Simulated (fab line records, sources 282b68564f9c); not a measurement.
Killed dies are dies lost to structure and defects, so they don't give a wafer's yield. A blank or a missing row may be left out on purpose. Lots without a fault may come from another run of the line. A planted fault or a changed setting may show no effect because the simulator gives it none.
Tool commonality check | flow rit_cmos | 14 lots, 42 wafers sampled

WHY IT WAS OPENED
At RIT_SILICIDE_RS_MEAS_02 the reading SILICIDE_TI_RS is flagged on 2 of 14 lots. Wafers without a fault read 47.7 ohm/sq, standard deviation 0.71.
Rule: a lot is flagged when every wafer of it that has a number lies more than 4 standard deviations from that mean, or none has a number. The other lots count as sound.

lot  | measured    | on            | SILICIDE_TI_RS (ohm/sq), wafer by wafer | flag
L863 | day 4 02:06 | film_metro-03 | 46.7 47.1 47.5                          |
L864 | day 4 06:40 | film_metro-03 | 48.1 48.4 48.5                          |
L867 | day 4 19:57 | film_metro-02 | 29.9 29.9 29.6                          | FLAGGED
L870 | day 5 08:59 | film_metro-02 | 30.2 30.1 30.2                          | FLAGGED
L872 | day 5 19:54 | film_metro-02 | 47.5 47.9 48.0                          |
L873 | day 6 00:35 | film_metro-01 | 47.8 48.0 48.5                          |
L874 | day 6 06:07 | film_metro-01 | 47.7 47.4 47.1                          |
L875 | day 6 12:25 | film_metro-01 | 47.3 47.3 47.5                          |
L878 | day 7 02:27 | film_metro-02 | 47.0 46.8 46.9                          |
L879 | day 7 06:32 | film_metro-02 | 47.6 48.7 47.5                          |
L880 | day 7 10:33 | film_metro-02 | 47.9 47.3 48.4                          |
L881 | day 7 16:23 | film_metro-03 | 48.1 47.8 48.7                          |
L882 | day 7 21:52 | film_metro-02 | 48.3 47.4 48.0                          |
L883 | day 8 02:40 | film_metro-02 | 46.7 47.2 47.1                          |
The numbers of the flagged lots are 30.0 ohm/sq on average: -17.7 ohm/sq against the usual, or -25 standard deviations.

WHICH TOOL RAN EACH LOT
The record holds 1 process step before the reading, out of a route of 202 steps. In each cell: the tool, then ch and the chambers that the sampled wafers went through, then the start.
lot  | flag    | RIT_SILICIDE_SPUTTER_01
L863 |         | pvd_sputter-03, day 4 01:57
L864 |         | pvd_sputter-03, day 4 06:29
L867 | FLAGGED | pvd_sputter-04, day 4 19:46
L870 | FLAGGED | pvd_sputter-04, day 5 08:49
L872 |         | pvd_sputter-02, day 5 19:43
L873 |         | pvd_sputter-03, day 6 00:25
L874 |         | pvd_sputter-02, day 6 05:56
L875 |         | pvd_sputter-03, day 6 12:13
L878 |         | pvd_sputter-03, day 7 02:18
L879 |         | pvd_sputter-02, day 7 06:22
L880 |         | pvd_sputter-03, day 7 10:23
L881 |         | pvd_sputter-02, day 7 16:11
L882 |         | pvd_sputter-03, day 7 21:43
L883 |         | pvd_sputter-02, day 8 02:29
What these steps do:
- RIT_SILICIDE_SPUTTER_01: material Ti, target thk 30 nm, time 240 s.
- RIT_SILICIDE_RS_MEAS_02: measures by four-point-probe.

FLAGGED OVER TOTAL, TOOL BY TOOL (the gauges that took the reading come last)
step                    | tool           | lots run | flagged | share of the flagged lots | sound lots run after its first flagged lot
RIT_SILICIDE_SPUTTER_01 | pvd_sputter-02 | 5        | 0       | none                      | -
RIT_SILICIDE_SPUTTER_01 | pvd_sputter-03 | 7        | 0       | none                      | -
RIT_SILICIDE_SPUTTER_01 | pvd_sputter-04 | 2        | 2       | all                       | 0
RIT_SILICIDE_RS_MEAS_02 | film_metro-01  | 3        | 0       | none                      | -
RIT_SILICIDE_RS_MEAS_02 | film_metro-02  | 8        | 2       | all                       | 6 (L872,L878,L879,L880,L882,L883)
RIT_SILICIDE_RS_MEAS_02 | film_metro-03  | 3        | 0       | none                      | -

WHAT THE TABLE ALLOWS
2 rows of the table ran every flagged lot: pvd_sputter-04 at RIT_SILICIDE_SPUTTER_01, film_metro-02 at RIT_SILICIDE_RS_MEAS_02.
- pvd_sputter-04 at RIT_SILICIDE_SPUTTER_01: 2 of its 2 lots flagged. It ran no sound lot before its first flagged lot in this sample, so the start can't be narrowed down.
- film_metro-02 at RIT_SILICIDE_RS_MEAS_02: 2 of its 8 lots flagged. Sound lots ran on it after the first flagged one (L872, L878, L879, L880, L882, L883), which a lasting fault on the whole tool wouldn't allow.
One tool is left: pvd_sputter-04 at RIT_SILICIDE_SPUTTER_01.

WHAT THE SIMULATOR HAD PUT IN
Process parameter drift: pvd_sputter-04, from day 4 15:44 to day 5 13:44, at RIT_SILICIDE_SPUTTER_01. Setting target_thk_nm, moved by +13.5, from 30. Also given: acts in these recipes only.
Lots struck among those shown: L867, L870. The rule above found the same.
